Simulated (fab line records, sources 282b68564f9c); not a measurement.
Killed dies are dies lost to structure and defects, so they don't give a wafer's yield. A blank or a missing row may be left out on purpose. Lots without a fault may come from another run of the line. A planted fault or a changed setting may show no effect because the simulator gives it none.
Problem report in the 8D (eight disciplines) form, filled by code | flow rit_cmos | the parts of the form that need people (team, actions taken, sign-off) are left out

1. THE PROBLEM
beam_energy_keV at RIT_PWELL_IMPLANT_08 reads a mean of 174.61 on 6 wafers of 2 lots; wafers without a fault read 170.00 with a standard deviation of 0.054. That is +85 standard deviations from the usual mean.
First seen on wafer L168.2, day 4 10:35, on implanter-03. The record holds 36 wafers of 12 lots with a number at this step. Rule for "out", or "out of limits": more than 4 standard deviations from the usual mean. The other wafers with a number count as sound.

2. WHAT IT IS AND WHAT IT IS NOT
question                    | is                     | is not
which readings at this step | beam_energy_keV        | -
which lots                  | L168, L169             | L157, L158, L160, L172, L174, L175, L176, L177, L179, L180
which wafers of those lots  | all that have a number | -
read on which tools         | implanter-03           | implanter-02, implanter-04
when                        | from day 4 10:35       | up to then (9 sound wafers); but 21 sound wafers of L172, L174, L175, L176, L177, L179, L180 came after

3. SUSPECTS, AND WHAT RULES EACH OUT
Counting: a tool at a process step up to the reading stays a suspect if it ran every lot that is out and no sound lot after the first of them.
- implanter-03 at RIT_PWELL_IMPLANT_08: kept. It ran every lot that is out, first L168 (day 4 10:35), and no sound lot after that. Its own readings are out on those wafers: beam_energy_keV.
Left after counting: implanter-03 at RIT_PWELL_IMPLANT_08.

4. THE CAUSE (what the simulator had put in)
Process parameter drift: implanter-03, from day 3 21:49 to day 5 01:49, at RIT_PWELL_IMPLANT_08. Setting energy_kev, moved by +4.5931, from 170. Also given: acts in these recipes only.
Counting left only this tool.

5. THE CHAIN OF EFFECTS, in route order
Each row: a reading whose mean over the struck wafers that have a number lies more than 3 standard deviations from the usual. Only readings for which the record gives a usual standard deviation are gone through. hours: the time from each lot's start at the first step in this table that gives one to its start at this step, as a median over the lots. sigmas: the change in usual standard deviations.
hours | step                 | reading         | usual  | on struck wafers | change | sigmas
0     | RIT_PWELL_IMPLANT_08 | beam_energy_keV | 170.00 | 174.61           | +4.61  | +85
The process steps in it:
- RIT_PWELL_IMPLANT_08

6. WHAT WOULD HAVE CAUGHT IT SOONER
In this record the first reading out of limits was taken at day 4 10:35, 13 hours after the fault began at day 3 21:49.
